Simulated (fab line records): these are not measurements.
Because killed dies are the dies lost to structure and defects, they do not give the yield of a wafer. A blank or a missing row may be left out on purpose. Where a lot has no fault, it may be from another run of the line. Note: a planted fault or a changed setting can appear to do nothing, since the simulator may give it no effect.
Commonality check across tools    flow berkeley_cmos170    13 lots and 39 wafers in the sample

== REASON IT WAS OPENED ==
At UCB170_ACTIVE_CD_MEAS_13 the reading cd_nm is flagged on 1 of 13 lots. No-fault wafers: 1200.0 nm, standard deviation 1.6.
Rule: flag the lot when none of its wafers has a number, or when each of its wafers that has one lies beyond 4 standard deviations from that mean. The rest of the lots are taken to be sound.

lot   measured      on         cd_nm (nm), wafer by wafer  flag
L909  day 5 01:49   cd_sem-01  1198.8 1200.3 1201.0        
L910  day 5 08:25   cd_sem-01  1203.4 1202.1 1199.6        
L913  day 6 02:26   cd_sem-02  1200.3 1199.5 1200.2        
L914  day 6 11:06   cd_sem-02  1197.3 1198.5 1198.6        
L916  day 6 17:55   cd_sem-02  1198.4 1199.6 1197.3        
L922  day 7 12:01   cd_sem-01  1381.0 1379.7 1380.4        FLAGGED
L921  day 7 12:14   cd_sem-01  1200.9 1202.1 1201.2        
L919  day 7 12:19   cd_sem-01  1198.8 1198.7 1199.4        
L928  day 9 13:52   cd_sem-01  1202.4 1201.7 1202.2        
L929  day 9 14:07   cd_sem-02  1198.9 1200.7 1200.7        
L930  day 10 03:37  cd_sem-02  1200.1 1201.3 1201.8        
L932  day 10 03:44  cd_sem-01  1199.2 1199.6 1199.9        
L931  day 10 03:57  cd_sem-01  1199.9 1199.3 1200.3        
On average the flagged lots read 1380.4 nm, which is +180.4 nm against the usual, or +99 or more standard deviations.

== TOOL THAT RAN EACH LOT ==
Before the reading, the record contains 3 process steps out of a 331-step route. In each cell: the tool, then ch and the chambers that the sampled wafers went through, then the start.
lot   flag     UCB170_NWELL_ETCH_13               UCB170_NWELL_STRIP_15                UCB170_ACTIVE_EXPOSE_10
L909           rie_diel-04 ch 2,3, day 2 09:51    plasma_asher-02 ch 0,1, day 2 10:06  krf_scanner-02 ch 0, day 5 01:25
L910           rie_diel-01 ch 1,2,3, day 3 00:23  plasma_asher-02 ch 0,1, day 3 00:39  krf_scanner-02 ch 0, day 5 07:40
L913           rie_diel-02 ch 0,3, day 3 14:26    plasma_asher-01 ch 0,1, day 3 14:41  krf_scanner-01 ch 0, day 6 02:03
L914           rie_diel-01 ch 1,3, day 4 01:08    plasma_asher-01 ch 0,1, day 4 01:23  krf_scanner-01 ch 0, day 6 10:40
L916           rie_diel-02 ch 0,1,3, day 4 09:05  plasma_asher-01 ch 0,1, day 4 09:20  krf_scanner-01 ch 0, day 6 17:31
L922  FLAGGED  rie_diel-01 ch 0,1,3, day 5 08:49  plasma_asher-04 ch 0,1, day 5 09:06  krf_scanner-02 ch 0, day 7 11:38
L921           rie_diel-04 ch 2,3, day 5 03:35    plasma_asher-04 ch 0,1, day 5 03:52  krf_scanner-01 ch 0, day 7 11:51
L919           rie_diel-01 ch 0,2, day 4 19:00    plasma_asher-02 ch 0,1, day 4 19:15  krf_scanner-01 ch 0, day 7 11:55
L928           rie_diel-04 ch 1,2,3, day 6 18:43  plasma_asher-02 ch 0,1, day 6 18:58  krf_scanner-02 ch 0, day 9 13:28
L929           rie_diel-02 ch 0,1, day 6 18:28    plasma_asher-04 ch 0,1, day 6 18:43  krf_scanner-01 ch 0, day 9 13:44
L930           rie_diel-01 ch 0,3, day 7 03:02    plasma_asher-01 ch 0,1, day 7 03:17  krf_scanner-01 ch 0, day 10 03:13
L932           rie_diel-01 ch 0,1,2, day 7 11:46  plasma_asher-01 ch 0,1, day 7 12:01  krf_scanner-01 ch 0, day 10 03:20
L931           rie_diel-02 ch 0,1,2, day 7 03:19  plasma_asher-04 ch 0,1, day 7 03:34  krf_scanner-01 ch 0, day 10 03:31
What is done by these steps:
- UCB170_NWELL_ETCH_13: etches Si3N4 in CH3F/Ar/O2, stops on SiO2, target depth 246.4 nm, time 154 s.
- UCB170_NWELL_STRIP_15: strips in O2.
- UCB170_ACTIVE_EXPOSE_10: exposes mask ACTIVE, target cd 1200 nm.
- UCB170_ACTIVE_CD_MEAS_13: target cd 1200 nm.

== FLAGGED AGAINST TOTAL, ONE TOOL AT A TIME (gauges that did the reading follow at the end) ==
step                      tool             lots run  flagged  share of the flagged lots  sound lots run after its first flagged lot
UCB170_NWELL_ETCH_13      rie_diel-01      6         1        all                        2 (L930,L932)
UCB170_NWELL_ETCH_13      rie_diel-02      4         0        none                       -
UCB170_NWELL_ETCH_13      rie_diel-04      3         0        none                       -
UCB170_NWELL_STRIP_15     plasma_asher-01  5         0        none                       -
UCB170_NWELL_STRIP_15     plasma_asher-02  4         0        none                       -
UCB170_NWELL_STRIP_15     plasma_asher-04  4         1        all                        2 (L929,L931)
UCB170_ACTIVE_EXPOSE_10   krf_scanner-01   9         0        none                       -
UCB170_ACTIVE_EXPOSE_10   krf_scanner-02   4         1        all                        1 (L928)
UCB170_ACTIVE_CD_MEAS_13  cd_sem-01        8         1        all                        5 (L921,L919,L928,L932,L931)
UCB170_ACTIVE_CD_MEAS_13  cd_sem-02        5         0        none                       -

== WHAT THE TABLE PERMITS ==
4 rows of the table ran every flagged lot: rie_diel-01 at UCB170_NWELL_ETCH_13, plasma_asher-04 at UCB170_NWELL_STRIP_15, krf_scanner-02 at UCB170_ACTIVE_EXPOSE_10, cd_sem-01 at UCB170_ACTIVE_CD_MEAS_13.
- rie_diel-01 at UCB170_NWELL_ETCH_13 ran 6 lots, 1 of them flagged. Sound lots ran on it after the first flagged one (L930, L932), which a lasting fault on the whole tool wouldn't allow.
- plasma_asher-04 at UCB170_NWELL_STRIP_15 ran 4 lots, 1 of them flagged. Sound lots ran on it after the first flagged one (L929, L931), which a lasting fault on the whole tool wouldn't allow.
- krf_scanner-02 at UCB170_ACTIVE_EXPOSE_10 ran 4 lots, 1 of them flagged. Sound lots ran on it after the first flagged one (L928), which a lasting fault on the whole tool wouldn't allow.
- cd_sem-01 at UCB170_ACTIVE_CD_MEAS_13 ran 8 lots, 1 of them flagged. Sound lots ran on it after the first flagged one (L921, L919, L928, L932, L931), which a lasting fault on the whole tool wouldn't allow.
Not one row of the table ran every flagged lot while running no sound lot after the first.

== WHAT THE SIMULATOR HAD PUT IN ==
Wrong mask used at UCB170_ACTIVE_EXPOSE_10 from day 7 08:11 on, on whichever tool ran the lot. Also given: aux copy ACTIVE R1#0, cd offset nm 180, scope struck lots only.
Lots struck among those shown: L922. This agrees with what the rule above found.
